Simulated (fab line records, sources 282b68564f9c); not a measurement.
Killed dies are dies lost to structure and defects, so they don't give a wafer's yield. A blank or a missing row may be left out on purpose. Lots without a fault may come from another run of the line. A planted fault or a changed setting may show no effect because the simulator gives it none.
Chamber matching | flow rit_cmos | RIT_GATE_ETCH_19 on rie_si-01: 4 sister chambers
The step etches poly-Si in SF6/CHF3/O2, stops on SiO2, time 165 s, target depth 312.5 nm. 8 wafers are shown with their chamber, then 8 later ones without.

WAFERS WITH THEIR CHAMBER
wafer  | chamber | drypump_motor_current_A (A) | throttle_valve_pct (%)
L352.1 | 3       | 5.0                         | 10.32
L362.5 | 3       | 5.0                         | 10.31
L364.1 | 1       | 6.3                         | 10.25
L364.4 | 2       | 5.6                         | 10.14
L366.2 | 1       | 6.3                         | 10.25
L366.3 | 0       | 6.0                         | 10.28
L366.6 | 0       | 5.9                         | 10.30
L368.3 | 2       | 5.6                         | 10.14

WAFERS WITHOUT THEIR CHAMBER
wafer  | drypump_motor_current_A (A) | throttle_valve_pct (%)
L368.4 | 5.9                         | 10.29
L368.6 | 5.0                         | 10.32
L370.1 | 5.6                         | 10.15
L370.5 | 5.6                         | 10.14
L370.6 | 5.9                         | 10.30
L372.1 | 5.9                         | 10.31
L372.2 | 6.3                         | 10.23
L372.6 | 6.0                         | 10.30

WHICH CHAMBER EACH WENT THROUGH
wafer  | from the rows above | in truth
L368.4 | 0                   | 0
L368.6 | 3                   | 3
L370.1 | 2                   | 2
L370.5 | 2                   | 2
L370.6 | 0                   | 0
L372.1 | 0                   | 0
L372.2 | 1                   | 1
L372.6 | 0                   | 0
Placed correctly: 8 of 8. Can't be placed from these rows: 0. Placed wrongly: 0.
How it was worked out, from the rows above alone: a wafer's distance from a chamber is the root of the sum, over the readings, of the square of ((its reading less the chamber's mean) divided by the reading's scatter). The wafer belongs to the nearest chamber; if the next one is less than 2 further off, it can't be placed. A chamber's mean is the mean of its shown wafers. The scatter: the root of (the sum of the squares of (reading less its chamber's mean) over the shown wafers, divided by (wafers less chambers)).
